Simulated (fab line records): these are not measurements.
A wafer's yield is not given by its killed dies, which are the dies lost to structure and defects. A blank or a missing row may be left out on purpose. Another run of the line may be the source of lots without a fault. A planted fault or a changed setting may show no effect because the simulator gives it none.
Which of the tools did it?    flow berkeley-cmos170    7 lots with 21 wafers sampled at 3 steps, on a route of 331 steps

== WHAT THE GAUGES READ, wafer by wafer ==
UCB170_NLDD_TW_MEAS_11.
lot   measured      on             NLDD_TW
L812  day 7 22:39   film-metro-01  2236 2236 2233
L815  day 7 23:05   film-metro-04  2247 2250 2245
L818  day 8 21:38   film-metro-01  2254 2247 2253
L824  day 9 12:23   film-metro-01  2257 2233 2252
L827  day 10 12:39  film-metro-03  2293 2318 2314
L832  day 11 14:16  film-metro-01  2264 2261 2260
L835  day 12 00:44  film-metro-01  2247 2256 2250

== TOOL THAT RAN EACH LOT (tool first, then ch and the chambers of the sampled wafers, then the start) ==
lot   UCB170_PFIELD_STRIP_08               UCB170_NLDD_IMPLANT_08
L812  plasma-asher-03 ch 0,1, day 5 04:20  implanter-03 ch 0, day 7 22:16
L815  plasma-asher-01 ch 0,1, day 5 08:56  implanter-01 ch 0, day 7 22:43
L818  plasma-asher-01 ch 0,1, day 6 05:19  implanter-01 ch 0, day 8 21:14
L824  plasma-asher-04 ch 0,1, day 7 07:00  implanter-03 ch 0, day 9 11:59
L827  plasma-asher-01 ch 0,1, day 8 06:58  implanter-01 ch 0, day 10 12:15
L832  plasma-asher-01 ch 0,1, day 9 05:19  implanter-03 ch 0, day 11 13:54
L835  plasma-asher-01 ch 0,1, day 9 17:24  implanter-03 ch 0, day 12 00:20
- UCB170_PFIELD_STRIP_08: strips in O2.
- UCB170_NLDD_IMPLANT_08

== THE ANSWER, worked out from the rows above alone ==
Rule: the lots themselves supply what counts as usual. Put in order of their means at a reading, lots are off if they are a third of the lots or fewer, leave a main group of 4 or more, and stand apart from it by a gap of 3 or more times the standard deviation of the main group's means; of several such gaps the widest counts. The tables above print the reading to a certain number of digits; a main group whose means all agree to those digits is not used. Also off: a lot with no number at a reading for which 4 or more lots have one. The other lots that the step has rows for count as sound.
Off: L827, seen at UCB170_NLDD_TW_MEAS_11 (NLDD_TW). The main group has a mean of 2249 with a standard deviation of 7.9.
A tool fits if, at a process step before that reading, it ran every lot that is off, and no sound lot after the first of them. The gauges at UCB170_NLDD_TW_MEAS_11 are tried like those tools. Can't be told from this: 2 tools fit, implanter-01 at UCB170_NLDD_IMPLANT_08, film-metro-03 at UCB170_NLDD_TW_MEAS_11.

== WHAT THE SIMULATOR HAD PUT IN ==
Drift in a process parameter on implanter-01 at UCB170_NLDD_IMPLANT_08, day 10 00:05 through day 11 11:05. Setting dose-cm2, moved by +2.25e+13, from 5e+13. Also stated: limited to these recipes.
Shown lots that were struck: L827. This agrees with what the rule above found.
